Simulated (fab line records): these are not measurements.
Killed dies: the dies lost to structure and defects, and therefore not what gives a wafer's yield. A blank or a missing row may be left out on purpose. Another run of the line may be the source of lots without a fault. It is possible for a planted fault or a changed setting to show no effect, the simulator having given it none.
Matching of chambers    flow ritCmos    pecvd-02 running RIT_CONTACT_CVD_00: 3 sister chambers
The step deposits SiO2 from TEOS, target thk 400 nm, time 58.18 s. 14 wafers are shown with their chamber, then 7 later ones without.

WAFERS PAIRED WITH THEIR CHAMBERS
wafer   chamber  heaterPowerW (W)
L352.3  2        306
L352.5  2        310
L352.6  0        338
L356.2  0        329
L356.3  1        245
L356.4  1        251
L361.3  0        330
L361.5  1        249
L361.6  0        334
L364.1  0        312
L364.5  1        284
L364.6  0        312
L367.3  2        325
L367.5  2        330

SIGNATURES (means of the wafers above)
reading       chamber 0  chamber 1  chamber 2  scatter within a chamber
heaterPowerW  325.83     257.25     317.75     13.5
Rule: for each reading, subtract the chamber's mean from the wafer's reading, divide by that reading's scatter and square the result; add these up over the readings and take the root, which gives the wafer's distance from the chamber. The wafer belongs to the nearest chamber; if the next one is less than 2 further off, it can't be placed. The scatter: take each reading less its chamber's mean, square it, sum over the shown wafers, divide by the number of wafers less the number of chambers, and take the root.

WAFERS WHOSE CHAMBER IS MISSING
wafer   heaterPowerW (W)
L367.6  203
L370.1  261
L370.2  268
L370.4  287
L373.1  325
L373.2  268
L373.6  289

WHICH CHAMBER EACH ONE RAN IN
wafer    from the rows above            in truth
L367.6   1                              1
L370.1   1                              1
L370.2   1                              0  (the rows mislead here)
L370.4   can't be placed: 1 or 2 or 0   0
L373.1   can't be placed: 0 or 2        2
L373.2   1                              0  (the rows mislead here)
L373.6   can't be placed: 2 or 1 or 0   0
2 of 7 placed correctly. Cannot be placed on the basis of these rows: 3; the candidates contain the true chamber in 3. Number placed wrongly: 2.
